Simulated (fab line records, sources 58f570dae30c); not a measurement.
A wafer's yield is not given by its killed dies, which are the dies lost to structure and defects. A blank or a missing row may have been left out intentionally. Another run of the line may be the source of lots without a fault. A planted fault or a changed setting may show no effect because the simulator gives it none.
Which tool is to blame? / flow berkeley-cmos170 / 6 lots, 18 wafers sampled, at 2 steps of a route of 331

## WHAT THE GAUGES SHOWED, per wafer
UCB170_NLDD_CD_MEAS_06: target cd 1200 nm.
lot=L605; measured=day 7 19:52; on=cd-sem-02; cd-nm (nm)=1199.8 1199.3 1200.3
lot=L606; measured=day 8 09:42; on=cd-sem-02; cd-nm (nm)=1198.3 1198.1 1196.6
lot=L608; measured=day 8 14:35; on=cd-sem-02; cd-nm (nm)=1200.2 1199.8 1197.9
lot=L610; measured=day 8 15:26; on=cd-sem-01; cd-nm (nm)=1200.0 1201.0 1200.3
lot=L618; measured=day 10 13:04; on=cd-sem-02; cd-nm (nm)=1201.1 1200.1 1201.4
lot=L623; measured=day 12 13:58; on=cd-sem-01; cd-nm (nm)=1199.7 1199.7 1199.4

## WHICH TOOL RAN EACH LOT (tool, then ch and the chambers of the sampled wafers, then the start)
lot=L605; UCB170_GATE_ETCH_14=rie-diel-01 ch 0,2,3, day 7 16:32
lot=L606; UCB170_GATE_ETCH_14=rie-diel-01 ch 0,2,3, day 8 05:40
lot=L608; UCB170_GATE_ETCH_14=rie-diel-01 ch 1,2, day 8 11:28
lot=L610; UCB170_GATE_ETCH_14=rie-diel-04 ch 0,3, day 8 11:54
lot=L618; UCB170_GATE_ETCH_14=rie-diel-04 ch 0,2,3, day 10 09:34
lot=L623; UCB170_GATE_ETCH_14=rie-diel-04 ch 1,2,3, day 12 10:53
- UCB170_GATE_ETCH_14: etches BARC in N2/H2.

## THE ANSWER, worked out from the rows above alone
Rule: the usual values come from the lots themselves. The widest of any qualifying gaps counts: lots, ordered by their means at a reading, are off when they make up no more than a third of the lots, leave a main group of 4 or more, and stand apart from it by 3 or more times the standard deviation of that group's means. A main group whose means are all the same, to the digits that the tables above print for the reading, isn't used. Also off: a lot with no number at a reading for which 4 or more lots have one. All remaining lots with rows at the step are treated as sound.
Nothing can be told from this: no lot is off at any reading shown.

## WHAT THE SIMULATOR HAD PUT IN
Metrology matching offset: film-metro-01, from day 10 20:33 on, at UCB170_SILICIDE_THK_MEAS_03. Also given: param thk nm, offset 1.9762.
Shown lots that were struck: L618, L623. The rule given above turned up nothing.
